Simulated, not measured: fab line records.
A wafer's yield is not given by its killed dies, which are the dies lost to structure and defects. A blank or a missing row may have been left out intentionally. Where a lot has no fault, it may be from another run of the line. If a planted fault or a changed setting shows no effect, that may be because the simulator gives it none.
What tool caused it? ; flow berkeley cmos170 ; 14 lots with 42 wafers sampled at 4 steps, on a route of 331 steps

## WHAT EACH GAUGE READ, for each wafer
UCB170_M3_CD_MEAS_15: target cd 700 nm.
lot;measured;on;cd nm (nm)
L462;day 9 16:53;cd sem-02;700.0 698.3 700.0
L463;day 9 17:08;cd sem-02;697.9 699.1 697.4
L464;day 9 17:36;cd sem-02;700.8 701.1 700.4
L467;day 9 17:18;cd sem-02;700.5 700.8 700.3
L468;day 10 12:47;cd sem-01;700.1 700.7 699.6
L469;day 10 13:04;cd sem-01;700.5 700.6 700.5
L480;day 12 19:37;cd sem-02;700.2 700.6 700.6
L481;day 12 19:12;cd sem-02;699.0 698.7 698.5
L482;day 12 19:04;cd sem-01;699.3 698.6 699.1
L484;day 13 03:00;cd sem-01;699.8 699.9 698.5
L483;day 13 02:50;cd sem-02;699.6 699.3 699.0
L485;day 13 10:56;cd sem-01;701.2 701.7 701.4

UCB170_M3_OVL_MEAS_16.
lot;measured;on;M3_OVL (nm)
L462;day 9 16:59;overlay-01;3 -2 -4
L463;day 9 17:15;overlay-01;-5 -4 0
L464;day 9 17:42;overlay-02;-10 -3 -9
L467;day 9 17:25;overlay-01;8 0 4
L468;day 10 12:53;overlay-02;0 -4 -6
L469;day 10 13:10;overlay-02;4 3 -1
L480;day 12 19:42;overlay-02;-6 -15 -7
L481;day 12 19:19;overlay-01;-3 -9 -1
L482;day 12 19:11;overlay-02;-3 5 5
L484;day 13 03:06;overlay-02;-7 -3 -8
L483;day 13 02:58;overlay-01;-3 -6 5
L485;day 13 11:02;overlay-01;7 2 3

## TOOL THAT RAN EACH LOT (tool first, then ch and the chambers of the sampled wafers, then the start)
lot;UCB170_NWELL_DEVELOP_11;UCB170_V2_CMP_02
L462;litho track-04 ch 0, day 2 11:00;cmp-01 ch 0,1,2, day 9 09:05
L463;litho track-04 ch 0, day 2 16:00;cmp-01 ch 0,1,2, day 9 09:27
L464;litho track-04 ch 0, day 3 03:00;cmp-01 ch 0,1,3, day 9 10:09
L467;litho track-04 ch 0, day 3 14:00;cmp-02 ch 0,1,3, day 9 10:15
L468;litho track-04 ch 0, day 3 20:00;cmp-02 ch 1,2,3, day 10 05:20
L469;litho track-02 ch 0, day 4 03:00;cmp-01 ch 0,1,2, day 10 05:10
L470;litho track-04, day 4 04:00;-
L471;litho track-02, day 4 04:00;-
L480;litho track-04 ch 0, day 6 08:00;cmp-02 ch 0,1,2, day 12 14:25
L481;litho track-02 ch 0, day 6 08:00;cmp-01 ch 1,2,3, day 12 13:55
L482;litho track-04 ch 0, day 6 15:00;cmp-01 ch 1,2, day 12 13:17
L484;litho track-02 ch 0, day 7 01:00;cmp-02 ch 2,3, day 12 21:56
L483;litho track-02 ch 0, day 7 01:00;cmp-01 ch 0,1,2, day 12 21:46
L485;litho track-01 ch 0, day 7 08:00;cmp-01 ch 2,3, day 13 06:04
- UCB170_NWELL_DEVELOP_11: develop time 45 s.
- UCB170_V2_CMP_02: polishes SiO2.

## AS READ BY THE TOOLS THEMSELVES (means over the sampled wafers that have a number; for cases with no such wafer, the mark the record gives instead)
UCB170_NWELL_DEVELOP_11.
lot;tool;chill plate temp C (C)
L462;litho track-04;23.10
L463;litho track-04;22.95
L464;litho track-04;23.09
L467;litho track-04;22.98
L468;litho track-04;23.15
L469;litho track-02;22.98
L470;litho track-04;-
L471;litho track-02;-
L480;litho track-04;22.92
L481;litho track-02;23.08
L482;litho track-04;23.05
L484;litho track-02;23.05
L483;litho track-02;22.92
L485;litho track-01;23.14

UCB170_V2_CMP_02.
lot;tool;motor current A (A);platen rpm (rpm)
L462;cmp-01;16.5;60.01
L463;cmp-01;16.0;60.00
L464;cmp-01;15.5;59.94
L467;cmp-02;15.6;59.98
L468;cmp-02;16.1;60.01
L469;cmp-01;16.5;60.03
L480;cmp-02;14.9;60.01
L481;cmp-01;15.9;60.01
L482;cmp-01;16.3;60.03
L484;cmp-02;16.2;59.99
L483;cmp-01;16.6;60.00
L485;cmp-01;15.5;59.99

## THE ANSWER, worked out from the rows above alone
Rule: usual is defined by the lots themselves. Put in order of their means at a reading, lots are off if they are a third of the lots or fewer, leave a main group of 4 or more, and stand apart from it by a gap of 3 or more times the standard deviation of the main group's means; of several such gaps the widest counts. A main group is skipped when, at the precision printed for the reading in the tables above, its means are all equal. Also off: a lot with no number at a reading for which 4 or more lots have one. Where the step has rows for the other lots, those lots are counted as sound. Order of review: gauges by route order, followed by the tools' own readings, for which a lot's mean as printed above is used. At the first step where some lot is off, the reading lying furthest off is the one used; lots without a number count as furthest.
Off: L470, L471, at UCB170_NWELL_DEVELOP_11 (chill plate temp C). Without a number there: L470, L471. The main group: mean 23.03 C, standard deviation 0.078.
A tool fits if, at that step or a process step before it, it ran every lot that is off, and no sound lot after the first of them. Not one of the candidates tried fits.

## WHAT THE SIMULATOR HAD INSERTED
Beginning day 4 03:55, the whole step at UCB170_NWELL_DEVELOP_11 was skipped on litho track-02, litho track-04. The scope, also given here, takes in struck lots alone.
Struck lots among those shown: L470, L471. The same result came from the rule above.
